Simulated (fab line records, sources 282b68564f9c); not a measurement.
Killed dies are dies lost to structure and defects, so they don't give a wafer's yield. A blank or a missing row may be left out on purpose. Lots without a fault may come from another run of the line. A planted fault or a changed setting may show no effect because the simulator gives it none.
fab line records | flow rit_cmos
record lots=6 wafers=18 last_day=7
route steps=202 shown GATE@77 FOX2@80
lots that met no fault: from a run of the same line without faults
start_h: hours from the record's first day to the start of the lot's first wafer shown | wait_h: hours since the lot's step before | " the same as in the row above | L1.1+2: a row that stands for several wafers | - no value, or no start given | * or withheld: withheld | < > ~ a bound
route shown NAME@n: a module of which the file shows steps, and the number in the route of the first | usual: mean/standard deviation of fault-free wafers | same: alike in all rows | chamber/n: place in a boat | sites: the reading at each site | _std_site: their standard deviation | _edge_site: outer sites' mean less inner sites' | radius_mm: how far each site lies from the wafer's centre | mask NAME#n: copy n | behind: the tool/chamber that last shaped the wafer | hold: why the lot was held/for how many hours/how that ended | device: the transistor (n, p or np) that didn't switch | end of line: the same wafers' tests at the end of the route | a step without rows: its recipe alone | killed: dies lost to structure and defects at the first sort, not the wafer's yield | map: a wafer's dies, x killed, . not, _ none there
set.NAME: the setting as run; set.NAME@STEP: as run at that earlier step | model.NAME: the simulator's own value behind a step, which no gauge read
lots at some steps of the route; a table a step, a row a wafer
services: from which hour (start_h, from the record's first day; less than 0 if before it) a tool's chamber was out of use, for how many hours, and why
## steps
# step RIT_GATE_CLEAN_02
# recipe chemistry=dHF dilution=50:1 time_s=30
# step RIT_GATE_CLEAN_03
# recipe chemistry=SC2 mix=3:3:50 time_s=600 temp_c=75 dry=n2_spin
# step RIT_GATE_CLEAN_04
# recipe chemistry=dHF dilution=50:1 time_s=60 dry=n2_spin
# step RIT_FOX2_THK_MEAS_91
# recipe reads=SiO2_of_FOX2_OXIDATION_00
# usual FIELD_OXIDE_LEFT_2_THK=252/7
# columns lot.wafer tool chamber start_h wait_h FIELD_OXIDE_LEFT_2_THK[nm]
L944.3 film_metro-02 - 47.85 0.0 256
L944.4 " - " " 252
L944.6 " - " " 255
L945.2 film_metro-02 - 51.89 0.0 247
L945.4 " - " " 244
L945.5 " - " " 248
L956.2 film_metro-02 - 109.02 0.0 245
L956.5 " - " " 243
L956.6 " - " " 237
L957.1 film_metro-03 - 113.87 0.0 254
L957.2 " - " " 249
L957.3 " - " " 252
L962.1 film_metro-03 - 137.90 0.0 258
L962.2 " - " " 255
L962.4 " - " " 254
L964.1 film_metro-04 - 146.81 0.0 250
L964.4 " - " " 256
L964.6 " - " " 252
# step RIT_GATE_OXIDATION_05
# recipe temp_c=900 ambient=O2 target_thk_a=30 ox_time_s=270
# step RIT_GATE_ANNEAL_06
# recipe temp_c=900 time_s=600 ambient=N2O
# step RIT_GATE_THK_MEAS_07
# recipe reads=SiO2_of_GATE_OXIDATION_05
# usual GATE_OXIDE_THK=3.00/0.068
# columns lot.wafer tool chamber start_h wait_h GATE_OXIDE_THK[nm]
L944.3 film_metro-03 - 49.24 0.0 3.05
L944.4 " - " " 3.06
L944.6 " - " " 3.02
L945.2 film_metro-02 - 53.39 0.0 3.05
L945.4 " - " " 3.04
L945.5 " - " " 3.02
L956.2 film_metro-04 - 112.76 0.0 2.95
L956.5 " - " " 3.00
L956.6 " - " " 2.94
L957.1 film_metro-02 - 115.26 0.0 3.04
L957.2 " - " " 2.95
L957.3 " - " " 2.99
L962.1 film_metro-03 - 143.17 0.0 2.89
L962.2 " - " " 2.91
L962.4 " - " " 2.95
L964.1 film_metro-02 - 151.19 0.0 3.01
L964.4 " - " " 3.01
L964.6 " - " " 3.04
# step RIT_GATE_CVD_08
# recipe material=poly-Si target_thk_nm=250 temp_c=610 precursor=SiH4 time_s=2220 pressure_mtorr=300 sih4_flow_sccm=100
# step RIT_GATE_THK_MEAS_09
# recipe reads=poly-Si_of_GATE_CVD_08
# usual GATE_POLY_THK=248.0/2.2
# columns lot.wafer tool chamber start_h wait_h GATE_POLY_THK[nm]
L944.3 film_metro-04 - 50.91 0.0 247.8
L944.4 " - " " 248.6
L944.6 " - " " 249.0
L945.2 film_metro-02 - 55.06 0.0 249.2
L945.4 " - " " 249.8
L945.5 " - " " 248.9
L956.2 film_metro-04 - 114.44 0.0 247.7
L956.5 " - " " 248.8
L956.6 " - " " 250.6
L957.1 film_metro-02 - 116.94 0.0 251.1
L957.2 " - " " 250.6
L957.3 " - " " 249.6
L962.1 film_metro-02 - 144.85 0.0 243.9
L962.2 " - " " 246.5
L962.4 " - " " 249.4
L964.1 film_metro-03 - 152.87 0.0 247.2
L964.4 " - " " 250.2
L964.6 " - " " 247.8
# step RIT_GATE_HMDS_10
# recipe prime_time_s=60 prime_temp_c=140
# step RIT_GATE_COAT_11
# recipe resist=NOVOLAK spin_rpm=4250 resist_thk_nm=850
# step RIT_GATE_SOFTBAKE_12
# recipe resist=NOVOLAK temp_c=90 time_s=60
# step RIT_GATE_EXPOSE_13
# recipe mask_id=M6 na=0.6 source_shape=conventional sigma_outer=0.6 target_cd_nm=150 dose_mj=380
# usual exposure_dose_mJ_cm2=380.1/0.36 focus_offset_nm=0.0/0.4 reticle_temp_C=23.00/0.12
# columns lot.wafer tool chamber start_h wait_h mask exposure_dose_mJ_cm2 focus_offset_nm reticle_temp_C
L944.3 iline_stepper-02 0 51.53 0.2 M6#0 380.5 -0.3 22.95
L944.4 " 0 " " M6#0 379.5 -0.3 22.97
L944.6 " 0 " " M6#0 380.2 -0.1 22.98
L945.2 iline_stepper-02 0 55.58 0.1 M6#0 379.8 0.0 22.98
L945.4 " 0 " " M6#0 379.9 0.4 23.00
L945.5 " 0 " " M6#0 380.1 -0.3 22.95
L956.2 iline_stepper-02 - 115.09 0.2 M6#0 - - -
L956.5 " - " " M6#0 - - -
L956.6 " - " " M6#0 - - -
L957.1 iline_stepper-02 - 117.45 0.1 M6#0 - - -
L957.2 " - " " M6#0 - - -
L957.3 " - " " M6#0 - - -
L962.1 iline_stepper-02 0 145.48 0.2 M6#0 379.7 0.3 23.02
L962.2 " 0 " " M6#0 379.6 0.3 23.03
L962.4 " 0 " " M6#0 379.5 0.7 23.26
L964.1 iline_stepper-01 0 153.50 0.2 M6#0 380.6 0.0 23.08
L964.4 " 0 " " M6#0 380.1 0.1 23.02
L964.6 " 0 " " M6#0 380.1 -0.1 22.98
# step RIT_GATE_PEB_14
# recipe resist=NOVOLAK temp_c=withheld time_s=withheld
## services
# columns tool chamber start_h hours kind
iline_stepper-01 - 46.49 21.0 repair
iline_stepper-02 - 67.48 2.1 pm
iline_stepper-02 - 69.57 - consumable_replace:lamp
iline_stepper-01 - 85.88 1.7 pm
iline_stepper-01 - 117.26 2.1 pm
iline_stepper-01 - 119.34 - consumable_replace:lamp
iline_stepper-02 - 119.34 1.7 pm
## key
first_sign step=RIT_GATE_EXPOSE_13 reading=tool_record direction=missing
effect none on later readings
met_at RIT_GATE_EXPOSE_13
struck_wafers L956.2,L956.5,L956.6,L957.1,L957.2,L957.3
later_rows_left_out L956.2,L956.5,L956.6,L957.1,L957.2,L957.3
sort_left_out L956.2,L956.5,L956.6,L957.1,L957.2,L957.3
tester_left_out L956,L957
onset_between 55.58 115.09
fault kind=skipped_step_whole tool=iline_stepper-02 chamber=- onset_h=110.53 steps=RIT_GATE_EXPOSE_13 scope=struck_lots_only
# tester_left_out: of these lots the tester's yield and bins aren't shown, on N5 and GAA mostly nor the transistor test; their killed dies are dies lost to structure and defects alone, not to doping, threshold or leakage, so they don't give the yield
# sort_left_out: the simulated sort isn't trusted on such a fault, so these wafers' sort isn't shown, and their yield isn't known
# later_rows_left_out: the simulator's readings of these wafers behind a module that went badly wrong aren't trusted and aren't shown, but for the sort
